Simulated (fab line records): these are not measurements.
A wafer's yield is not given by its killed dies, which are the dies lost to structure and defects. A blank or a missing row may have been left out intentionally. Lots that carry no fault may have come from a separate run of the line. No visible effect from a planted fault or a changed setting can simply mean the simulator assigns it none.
Comparing a struck lot with a sound one / flow berkeley cmos170 / 14 steps out of a route of 331
Sound: wafers L172.4, L172.5, L172.6. Wafers struck: L179.1, L179.5, L179.6. Last of all comes the cause.
For every step that has rows: the tool of each side, followed by ch and its chambers, followed by its first start. Under that, the readings that differ: sound wafers / struck wafers / difference of the means / sigmas: that difference in standard deviations of wafers without a fault.
alike: readings with means less than 2 such deviations apart, plus words and numbers identical on both sides. not compared: withheld readings, readings lacking a value on some wafer, bounds such as >300 that could conceal the same value, and numbers that have no deviation in the record and whose values overlap.
Wherever a step has rows on one side only, a row that says differs or no value, or a row with sigmas, the two part there. Numbers that don't overlap but have no deviation are shown without sigmas and don't part them. Lack of a reading on every wafer of one side parts them only where that side has two or more wafers.

UCB170_CONTACT_OVL_MEAS_16:
  sound: overlay-02 at day 8 04:26; struck: overlay-02 at day 8 13:55
  alike: CONTACT_OVL
UCB170_CONTACT_ETCH_17: etches BARC in N2/H2.
  sound on rie diel-02 ch 1,2,3, day 8 04:27; struck on rie diel-04 ch 0,1,3, day 8 13:57
  alike: bias w, drypump motor current A, oes product au, throttle valve pct
UCB170_CONTACT_ETCH_18: etches PSG in CHF3/CF4/Ar, stops on TiSi2, target depth 840 nm, time 195 s.
  sound: rie diel-02 ch 1,2,3; struck: rie diel-04 ch 0,1,3
  alike: drypump motor current A, oes product au, throttle valve pct
  not compared: rf hours counter h
UCB170_CONTACT_STRIP_19: strips in O2.
  sound on plasma asher-01 ch 0,1, day 8 04:39; struck on plasma asher-02 ch 0,1, day 8 14:07
  alike: drypump motor current A, oes product au
  not compared: rf hours counter h
UCB170_CONTACT_CD_MEAS_90: the cd target is 700 nm.
  sound: cd sem-01 at day 8 04:47; struck: cd sem-01 at day 8 14:13
  alike: cd nm
then, 1 step without rows for these wafers: UCB170_CONTACT_CLEAN_20 (cleans in SPM, time 600 s).
UCB170_M1_SPUTTER_00: material Al, target thk 600 nm, time 80 s.
  sound: pvd sputter-03 at day 8 05:04; struck: pvd sputter-04 at day 8 14:31
  alike: throttle valve pct
UCB170_M1_RS_MEAS_01: a four-point-probe measurement.
  sound: film metro-04 at day 8 05:11; struck: film metro-04 at day 8 14:34
  alike: M1_AL_RS
UCB170_M1_THK_MEAS_02: measures by xrf.
  sound: film metro-04 at day 8 05:16; struck: film metro-04 at day 8 14:41
  alike: M1_AL_THK
then, 3 steps without rows for these wafers: UCB170_M1_COAT_03; UCB170_M1_COAT_04 (resist thk 900 nm); UCB170_M1_SOFTBAKE_05 (time 60 s).
UCB170_M1_EXPOSE_06: exposes mask METAL1, target cd 700 nm.
  struck on krf scanner-02, day 8 15:12; sound on krf scanner-01 ch 0, day 8 05:56
  no value came back on the struck wafers for exposure dose mJ cm2, focus offset nm (nm); on the sound wafers exposure dose mJ cm2 reads 20.99 21.03 21.01
  alike: mask
after that, 1 step had no rows for these wafers: UCB170_M1_PEB_07.

WHERE THEY PART
Only at UCB170_M1_EXPOSE_06, within this record.

WHY: what the simulator had put in
Beginning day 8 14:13, the whole step at UCB170_M1_EXPOSE_06 was skipped on krf scanner-02. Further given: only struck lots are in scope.
